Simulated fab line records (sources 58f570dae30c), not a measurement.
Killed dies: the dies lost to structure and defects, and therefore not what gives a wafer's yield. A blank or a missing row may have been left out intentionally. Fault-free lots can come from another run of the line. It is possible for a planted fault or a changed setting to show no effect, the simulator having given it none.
fab line records    flow berkeley_cmos170
[record] lots = 14  wafers = 42  last_day = 11
route steps=331 shown CONTACT@222 M1@248 V1@257 M2@289
lots that met no fault: from a run of the same line without faults
start_h: start of the lot's first displayed wafer, in hours after the record's first day    wait_h: hours from the lot's prior step to this one    " repeats the value in the row above    L1.1+2: a single row standing in for several wafers    - either no value or no given start    * or withheld: withheld    < > ~ a bound
route shown NAME@n: a module of which the file shows steps, and the number in the route of the first    usual: mean and standard deviation over wafers with no fault    same: alike in all rows    chamber/n: place in a boat    sites: each site's reading    _std_site: standard deviation across them    _edge_site: inner sites' mean taken away from outer sites' mean    radius_mm: how far each site lies from the wafer's centre    mask NAME#n: copy n    behind: the most recent tool/chamber to have shaped the wafer    hold: reason for holding the lot/hours on hold/outcome of the hold    device: whichever transistor did not switch (one of n, p or np)    end of line: the tests these same wafers got at the end of their route    a step with no rows: only its recipe    killed: the dies lost at the first sort to structure and to defects; this is not the yield of the wafer    map: a wafer's dies, x killed, . not, _ none there
set.NAME: setting as actually run; set.NAME@STEP: the setting as run at that earlier step    model.NAME: the simulator's own value behind a step, which no gauge read
a sample of lots followed through the steps of the route, with each step as a table and each wafer as a row
services: from which hour (start_h, from the record's first day; less than 0 if before it) a tool's chamber was out of use, for how many hours, and why
[[steps]]
[step UCB170_CONTACT_STRIP_06]
[recipe] chemistry = O2  power_w = 400  pressure_mtorr = 3500  platen_temp_c = withheld  o2_flow_sccm = 400  overash_fraction = 0.5
[usual] drypump_motor_current_A = 5.7/0.43  oes_product_au = 0.735/0.0045  strip_time_to_endpoint_s = 21.99/0.064
lot.wafer  tool             chamber  start_h  wait_h  drypump_motor_current_A  oes_product_au  rf_hours_counter_h  strip_time_to_endpoint_s
L132.1     plasma_asher-02  1        155.34   0.1     5.8                      0.735           3                   21.94
L132.4     "                0        "        "       5.2                      0.739           -                   21.87
L132.6     "                0        "        "       5.2                      0.733           -                   21.88
L131.1     plasma_asher-03  1        155.35   0.1     5.9                      0.735           48                  21.97
L131.4     "                0        "        "       6.2                      0.731           -                   22.00
L131.6     "                1        "        "       5.8                      0.736           -                   22.04
L133.1     plasma_asher-03  0        156.42   0.1     6.2                      0.735           48                  22.03
L133.3     "                1        "        "       5.8                      0.732           -                   21.98
L133.5     "                0        "        "       6.2                      0.728           -                   22.03
L134.2     plasma_asher-02  1        156.69   0.1     5.8                      0.734           3                   21.98
L134.5     "                0        "        "       5.2                      0.724           -                   21.96
L134.6     "                1        "        "       5.8                      0.730           -                   21.93
L136.2     plasma_asher-03  0        168.78   0.1     6.2                      0.727           49                  22.04
L136.4     "                1        "        "       5.8                      0.737           -                   22.08
L136.6     "                0        "        "       6.2                      0.733           -                   21.97
L138.1     plasma_asher-02  0        176.39   0.1     5.2                      0.733           5                   21.95
L138.3     "                1        "        "       5.8                      0.725           -                   21.92
L138.5     "                1        "        "       5.8                      0.730           -                   21.88
L139.1     plasma_asher-03  1        190.38   0.1     5.8                      0.735           52                  22.02
L139.5     "                0        "        "       6.2                      0.734           -                   22.00
L139.6     "                1        "        "       5.8                      0.731           -                   22.02
L141.2     plasma_asher-01  0        200.38   0.1     5.0                      0.742           40                  22.04
L141.3     "                1        "        "       6.3                      0.728           -                   22.10
L141.4     "                0        "        "       5.0                      0.741           -                   22.08
L143.1     plasma_asher-02  1        207.98   0.1     5.8                      0.736           8                   22.05
L143.2     "                0        "        "       5.2                      0.734           8                   21.96
L143.6     "                0        "        "       5.2                      0.738           -                   22.00
L142.2     plasma_asher-03  1        208.11   0.1     5.9                      0.740           54                  21.94
L142.3     "                1        "        "       5.8                      0.735           -                   21.95
L142.6     "                0        "        "       6.2                      0.740           -                   22.01
L148.1     plasma_asher-03  0        222.26   0.1     6.2                      0.735           56                  21.99
L148.3     "                0        "        "       6.2                      0.733           -                   21.99
L148.6     "                1        "        "       5.9                      0.736           -                   21.95
L152.2     plasma_asher-03  0        242.51   0.1     6.2                      0.733           59                  21.95
L152.3     "                1        "        "       5.8                      0.733           -                   22.02
L152.5     "                1        "        "       5.8                      0.742           -                   21.99
L154.1     plasma_asher-03  0        245.08   0.1     6.2                      0.734           59                  22.00
L154.3     "                1        "        "       5.9                      0.745           -                   21.94
L154.4     "                0        "        "       6.2                      0.731           -                   22.00
L153.1     plasma_asher-02  0        246.87   0.1     5.2                      0.729           13                  21.93
L153.2     "                1        "        "       5.8                      0.739           13                  21.90
L153.6     "                0        "        "       5.2                      0.738           -                   21.87
[step UCB170_M1_OVL_MEAS_10]
[usual] M1_OVL = -1/4.2
lot.wafer  tool        chamber  start_h  wait_h  M1_OVL[nm]
L132.1     overlay-02  -        158.72   0.1     6
L132.4     "           -        "        "       1
L132.6     "           -        "        "       0
L131.1     overlay-02  -        158.99   0.1     -10
L131.4     "           -        "        "       -7
L131.6     "           -        "        "       -3
L133.1     overlay-02  -        159.68   0.1     -1
L133.3     "           -        "        "       -5
L133.5     "           -        "        "       -11
L134.2     overlay-01  -        159.99   0.1     6
L134.5     "           -        "        "       0
L134.6     "           -        "        "       3
L136.2     overlay-02  -        172.38   0.1     -2
L136.4     "           -        "        "       5
L136.6     "           -        "        "       -3
L138.1     overlay-01  -        179.87   0.1     0
L138.3     "           -        "        "       -5
L138.5     "           -        "        "       3
L139.1     overlay-02  -        194.92   0.1     0
L139.5     "           -        "        "       -9
L139.6     "           -        "        "       -9
L141.2     overlay-01  -        206.23   0.1     1
L141.3     "           -        "        "       1
L141.4     "           -        "        "       -6
L143.1     overlay-01  -        212.54   0.1     -7
L143.2     "           -        "        "       -7
L143.6     "           -        "        "       -3
L142.2     overlay-01  -        212.84   0.1     6
L142.3     "           -        "        "       -3
L142.6     "           -        "        "       -2
L148.1     overlay-01  -        227.33   0.1     -7
L148.3     "           -        "        "       -2
L148.6     "           -        "        "       2
L152.2     overlay-02  -        245.89   0.1     2
L152.3     "           -        "        "       5
L152.5     "           -        "        "       7
L154.1     overlay-02  -        248.20   0.1     3
L154.3     "           -        "        "       2
L154.4     "           -        "        "       0
L153.1     overlay-01  -        250.31   0.1     0
L153.2     "           -        "        "       2
L153.6     "           -        "        "       -2
[step UCB170_V1_BOW_MEAS_03]
[recipe] mode = bow
[usual] V1_BOW = 19/7.4
lot.wafer  tool           chamber  start_h  wait_h  V1_BOW[um]
L132.1     film_metro-01  -        165.49   0.1     16
L132.4     "              -        "        "       17
L132.6     "              -        "        "       13
L133.1     film_metro-03  -        165.53   0.1     23
L133.3     "              -        "        "       23
L133.5     "              -        "        "       30
L131.1     film_metro-01  -        165.79   0.1     11
L131.4     "              -        "        "       13
L131.6     "              -        "        "       27
L134.2     film_metro-03  -        165.85   0.3     28
L134.5     "              -        "        "       32
L134.6     "              -        "        "       8
L136.2     film_metro-03  -        178.70   0.2     17
L136.4     "              -        "        "       17
L136.6     "              -        "        "       33
L138.1     film_metro-01  -        183.88   0.2     13
L138.3     "              -        "        "       10
L138.5     "              -        "        "       15
L139.1     film_metro-01  -        199.03   0.1     23
L139.5     "              -        "        "       16
L139.6     "              -        "        "       25
L141.2     film_metro-01  -        210.56   0.2     18
L141.3     "              -        "        "       19
L141.4     "              -        "        "       18
L143.1     film_metro-03  -        217.13   0.2     21
L143.2     "              -        "        "       23
L143.6     "              -        "        "       16
L142.2     film_metro-01  -        217.15   0.1     27
L142.3     "              -        "        "       22
L142.6     "              -        "        "       14
L148.1     film_metro-03  -        231.02   0.1     24
L148.3     "              -        "        "       16
L148.6     "              -        "        "       29
L152.2     film_metro-01  -        253.45   0.2     25
L152.3     "              -        "        "       23
L152.5     "              -        "        "       20
L153.1     film_metro-03  -        253.73   0.2     18
L153.2     "              -        "        "       25
L153.6     "              -        "        "       24
L154.1     film_metro-01  -        253.73   0.2     22
L154.3     "              -        "        "       -2
L154.4     "              -        "        "       15
[step UCB170_M2_METAL_ETCH_18]
[recipe] chemistry = Cl2/BCl3  target = Al  stop_on = SiO2  pressure_mtorr = 12  target_depth_a = 11700  over_etch_frac = 0.3  time_s = 195  icp_w = 600  bias_w = 120  Cl2_flow_sccm = 90  bcl3_flow_sccm = 45
[usual] drypump_motor_current_A = 5.53/0.29  oes_product_au = 0.859/0.019  rf_fwd_power_W = 597.6/2.1  throttle_valve_pct = 24.49/0.22
lot.wafer  tool          chamber  start_h  wait_h  drypump_motor_current_A  oes_product_au  rf_fwd_power_W  rf_hours_counter_h  throttle_valve_pct
L132.1     rie_metal-04  1        169.45   -       5.08                     0.881           597.8           6.5                 24.44
L132.4     "             0        "        "       5.37                     0.877           599.1           -                   24.68
L132.6     "             1        "        "       5.07                     0.875           597.2           -                   24.44
L133.1     rie_metal-02  1        170.13   -       5.82                     0.870           597.3           1.0                 24.06
L133.3     "             1        "        "       5.82                     0.886           597.0           -                   24.05
L133.5     "             1        "        "       5.84                     0.866           599.7           -                   24.07
L131.1     rie_metal-03  1        173.57   -       5.63                     0.848           595.2           8.2                 24.70
L131.4     "             1        "        "       5.66                     0.855           597.5           -                   24.72
L131.6     "             0        "        "       5.90                     0.844           598.6           -                   24.43
L134.2     rie_metal-04  0        174.14   -       5.39                     0.879           596.4           2.4                 24.68
L134.5     "             1        "        "       5.08                     0.876           596.7           -                   24.44
L134.6     "             0        "        "       5.39                     0.883           597.3           -                   24.66
L136.2     rie_metal-03  1        183.61   -       5.62                     0.836           597.8           8.8                 24.73
L136.4     "             0        "        "       5.89                     0.825           595.6           -                   24.42
L136.6     "             1        "        "       5.65                     0.846           597.2           -                   24.71
L138.1     rie_metal-04  1        188.18   -       5.05                     0.878           596.8           7.2                 24.44
L138.3     "             1        "        "       5.06                     0.887           598.8           -                   24.43
L138.5     "             0        "        "       5.40                     0.883           594.9           -                   24.66
L139.1     rie_metal-02  1        205.49   -       5.84                     0.871           600.3           2.1                 24.07
L139.5     "             0        "        "       5.37                     0.844           600.6           -                   24.65
L139.6     "             1        "        "       5.84                     0.871           600.4           -                   24.06
L141.2     rie_metal-03  1        215.62   -       5.66                     0.851           595.4           9.4                 24.71
L141.3     "             1        "        "       5.64                     0.850           596.2           -                   24.71
L141.4     "             0        "        "       5.88                     0.831           598.9           -                   24.42
L142.2     rie_metal-04  1        222.09   -       5.08                     0.876           596.8           7.9                 24.44
L142.3     "             0        "        "       5.41                     0.873           595.2           -                   24.69
L142.6     "             1        "        "       5.07                     0.877           594.7           -                   24.43
L143.1     rie_metal-03  1        222.46   -       5.64                     0.848           600.9           9.6                 24.71
L143.2     "             0        "        "       5.89                     0.822           601.1           6.4                 24.45
L143.6     "             0        "        "       5.93                     0.825           598.1           -                   24.42
L148.1     rie_metal-03  0        236.59   -       5.87                     0.819           595.6           6.8                 24.44
L148.3     "             0        "        "       5.89                     0.822           592.7           -                   24.40
L148.6     "             0        "        "       5.89                     0.820           595.9           -                   24.43
L152.2     rie_metal-04  0        259.52   -       5.41                     0.881           596.7           4.7                 24.66
L152.3     "             0        "        "       5.41                     0.871           593.7           -                   24.67
L152.5     "             0        "        "       5.40                     0.877           597.0           -                   24.65
L153.1     rie_metal-02  1        259.82   -       5.84                     0.876           598.4           3.9                 24.05
L153.2     "             0        "        "       5.36                     0.841           600.6           9.3                 24.64
L153.6     "             1        "        "       5.83                     0.872           598.7           -                   24.06
L154.1     rie_metal-04  1        259.99   -       5.08                     0.882           597.7           9.3                 24.44
L154.3     "             1        "        "       5.08                     0.870           598.5           -                   24.44
L154.4     "             0        "        "       5.39                     0.885           596.2           -                   24.67
[step UCB170_M2_STRIP_19]
[recipe] chemistry = O2  power_w = 400  pressure_mtorr = 3500  platen_temp_c = withheld  o2_flow_sccm = 400  overash_fraction = 0.5
[usual] drypump_motor_current_A = 5.7/0.52  oes_product_au = 0.535/0.022
lot.wafer  tool             chamber  start_h  wait_h  drypump_motor_current_A  oes_product_au  rf_hours_counter_h
L132.1     plasma_asher-01  0        169.64   0.1     5.0                      0.510           37
L132.4     "                0        "        "       4.9                      0.510           -
L132.6     "                1        "        "       6.3                      0.502           -
L133.1     plasma_asher-04  1        170.32   0.1     5.4                      0.546           44
L133.3     "                1        "        "       5.3                      0.542           -
L133.5     "                0        "        "       5.7                      0.549           -
L131.1     plasma_asher-04  1        173.75   0.1     5.4                      0.538           45
L131.4     "                1        "        "       5.4                      0.535           -
L131.6     "                0        "        "       5.7                      0.571           -
L134.2     plasma_asher-04  1        174.33   0.1     5.4                      0.510           45
L134.5     "                1        "        "       5.4                      0.509           -
L134.6     "                0        "        "       5.7                      0.516           -
L136.2     plasma_asher-04  1        183.79   0.1     5.4                      0.529           46
L136.4     "                1        "        "       5.3                      0.566           -
L136.6     "                0        "        "       5.7                      0.526           -
L138.1     plasma_asher-01  1        188.37   0.1     6.3                      0.499           39
L138.3     "                1        "        "       6.4                      0.504           -
L138.5     "                0        "        "       5.0                      0.517           -
L139.1     plasma_asher-03  1        205.67   0.1     5.8                      0.541           53
L139.5     "                0        "        "       6.2                      0.533           -
L139.6     "                1        "        "       5.8                      0.542           -
L141.2     plasma_asher-01  0        215.81   0.1     4.9                      0.536           42
L141.3     "                1        "        "       6.4                      0.540           -
L141.4     "                0        "        "       5.0                      0.584           -
L142.2     plasma_asher-04  1        222.27   0.1     5.4                      0.514           50
L142.3     "                0        "        "       5.7                      0.511           -
L142.6     "                0        "        "       5.7                      0.501           -
L143.1     plasma_asher-01  0        222.65   0.1     4.9                      0.683           43
L143.2     "                1        "        "       6.3                      0.716           43
L143.6     "                0        "        "       4.9                      0.728           -
L148.1     plasma_asher-01  0        236.78   0.1     5.0                      0.710           45
L148.3     "                1        "        "       6.3                      0.712           -
L148.6     "                1        "        "       6.3                      0.708           -
L152.2     plasma_asher-01  0        259.77   0.2     5.0                      0.519           47
L152.3     "                1        "        "       6.3                      0.522           -
L152.5     "                1        "        "       6.3                      0.521           -
L153.1     plasma_asher-04  0        260.00   0.1     5.7                      0.555           55
L153.2     "                1        "        "       5.4                      0.532           55
L153.6     "                0        "        "       5.7                      0.555           -
L154.1     plasma_asher-01  1        260.24   0.2     6.4                      0.505           47
L154.3     "                1        "        "       6.3                      0.508           -
L154.4     "                0        "        "       5.0                      0.503           -
[step UCB170_M2_CD_MEAS_90]
[recipe] target_cd_nm = 700
[usual] cd_nm = 699.0/2.8
lot.wafer  tool       chamber  start_h  wait_h  cd_nm
L132.1     cd_sem-02  -        169.74   0.1     698.5
L132.4     "          -        "        "       692.4
L132.6     "          -        "        "       695.5
L133.1     cd_sem-02  -        170.42   0.1     702.4
L133.3     "          -        "        "       700.2
L133.5     "          -        "        "       700.1
L131.1     cd_sem-02  -        173.85   0.1     699.1
L131.4     "          -        "        "       702.2
L131.6     "          -        "        "       703.7
L134.2     cd_sem-01  -        174.45   0.1     693.8
L134.5     "          -        "        "       693.3
L134.6     "          -        "        "       692.3
L136.2     cd_sem-01  -        183.91   0.1     701.4
L136.4     "          -        "        "       702.7
L136.6     "          -        "        "       702.7
L138.1     cd_sem-01  -        188.47   0.1     699.6
L138.3     "          -        "        "       696.4
L138.5     "          -        "        "       700.8
L139.1     cd_sem-02  -        205.77   0.1     703.4
L139.5     "          -        "        "       695.9
L139.6     "          -        "        "       702.3
L141.2     cd_sem-02  -        215.93   0.1     698.4
L141.3     "          -        "        "       700.4
L141.4     "          -        "        "       701.5
L142.2     cd_sem-01  -        222.39   0.1     701.2
L142.3     "          -        "        "       699.3
L142.6     "          -        "        "       697.4
L143.1     cd_sem-01  -        222.75   0.1     708.9
L143.2     "          -        "        "       712.7
L143.6     "          -        "        "       710.7
L148.1     cd_sem-02  -        236.88   0.1     706.2
L148.3     "          -        "        "       709.8
L148.6     "          -        "        "       710.8
L152.2     cd_sem-01  -        259.92   0.1     695.1
L152.3     "          -        "        "       694.3
L152.5     "          -        "        "       699.1
L153.1     cd_sem-02  -        260.10   0.1     702.0
L153.2     "          -        "        "       700.5
L153.6     "          -        "        "       704.1
L154.1     cd_sem-01  -        260.34   0.1     697.0
L154.3     "          -        "        "       697.3
L154.4     "          -        "        "       696.6
[[services]]
tool             chamber  start_h  hours  kind
rie_metal-03     -        187.49   0.3    repair
plasma_asher-02  -        205.12   2.1    repair
rie_metal-02     -        241.89   2.8    pm
plasma_asher-03  -        247.57   6.7    repair
[[key]]
[first_sign] step = UCB170_M2_METAL_ETCH_18  reading = oes_product_au  direction = down  sigmas = 1.8  usual = 0.859  struck = 0.826
[effect] step = UCB170_M2_STRIP_19  reading = oes_product_au  direction = up  sigmas = 7.8  usual = 0.535  struck = 0.709
[effect] step = UCB170_M2_CD_MEAS_90  reading = cd_nm  direction = up  sigmas = 3.8  usual = 699.0  struck = 709.8
met_at UCB170_M2_METAL_ETCH_18
struck_lots L143,L148
later_rows_left_out L143.2,L143.6,L148.1,L148.3,L148.6
sort_left_out L143.1,L143.2,L143.6,L148.1,L148.3,L148.6
not_acting_at UCB170_CONTACT_STRIP_06,UCB170_M1_OVL_MEAS_10,UCB170_V1_BOW_MEAS_03
onset_between 215.62 222.46
[fault] kind = process_parameter_drift  tool = rie_metal-03  chamber = -  onset_h = 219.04  steps = UCB170_M2_METAL_ETCH_18  channel = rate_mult  offset = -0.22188  shape = step  end_h = 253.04
// sort_left_out: the simulated sort isn't trusted on such a fault, so these wafers' sort isn't shown, and their yield isn't known
// later_rows_left_out: the simulator's readings of these wafers behind a module that went badly wrong aren't trusted and aren't shown, but for the sort
